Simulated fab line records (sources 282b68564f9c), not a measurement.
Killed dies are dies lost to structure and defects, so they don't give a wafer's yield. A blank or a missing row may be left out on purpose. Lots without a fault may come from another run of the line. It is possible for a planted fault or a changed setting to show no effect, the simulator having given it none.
Matching of chambers + flow rit_cmos + rie_diel-04 running RIT_CONTACT_ETCH_11: 4 sister chambers
The step etches SiO2 in CHF3/CF4/Ar, stops on TiSi2, target depth 480 nm, time 320 s. 8 wafers are shown with their chamber, then 8 later ones without.

## WAFERS PAIRED WITH THEIR CHAMBERS
| wafer  | chamber | throttle_valve_pct (%) | oes_product_au (a.u.) |
|--------|---------|------------------------|-----------------------|
| L771.3 | 2       | 9.02                   | 0.991                 |
| L772.1 | 2       | 9.01                   | 0.994                 |
| L772.6 | 0       | 8.65                   | 0.994                 |
| L774.5 | 1       | 8.87                   | 0.993                 |
| L779.2 | 1       | 8.87                   | 0.974                 |
| L779.4 | 3       | 9.02                   | 0.974                 |
| L779.5 | 3       | 9.02                   | 0.977                 |
| L780.2 | 0       | 8.64                   | 0.993                 |

## WAFERS MISSING THEIR CHAMBER
| wafer  | throttle_valve_pct (%) | oes_product_au (a.u.) |
|--------|------------------------|-----------------------|
| L780.5 | 9.03                   | 0.979                 |
| L780.6 | 9.00                   | 0.991                 |
| L781.2 | 9.03                   | 0.962                 |
| L781.3 | 9.02                   | 0.991                 |
| L781.5 | 9.02                   | 0.971                 |
| L786.1 | 8.87                   | 0.978                 |
| L786.3 | 9.05                   | 0.973                 |
| L786.4 | 9.02                   | 0.973                 |

## WHICH CHAMBER EACH WENT THROUGH
| wafer  | from the rows above     | in truth |
|--------|-------------------------|----------|
| L780.5 | can't be placed: 3 or 2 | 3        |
| L780.6 | can't be placed: 2 or 3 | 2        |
| L781.2 | 3                       | 3        |
| L781.3 | can't be placed: 2 or 3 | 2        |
| L781.5 | 3                       | 3        |
| L786.1 | 1                       | 1        |
| L786.3 | can't be placed: 3 or 2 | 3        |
| L786.4 | 3                       | 3        |
4 of 8 placed correctly. Not placeable from these rows: 4 (in 4, the candidates include the true chamber). 0 placed wrongly.
How it was worked out, from the rows above alone: a wafer's distance from a chamber is the root of the sum, over the readings, of the square of ((its reading less the chamber's mean) divided by the reading's scatter). If the next closest chamber is less than 2 further off than the closest, the wafer can't be placed; otherwise it belongs to the closest. A chamber's mean is the mean of its shown wafers. The scatter is the square root of a quotient: the sum, over the shown wafers, of each reading's squared deviation from its chamber's mean, divided by wafers minus chambers.
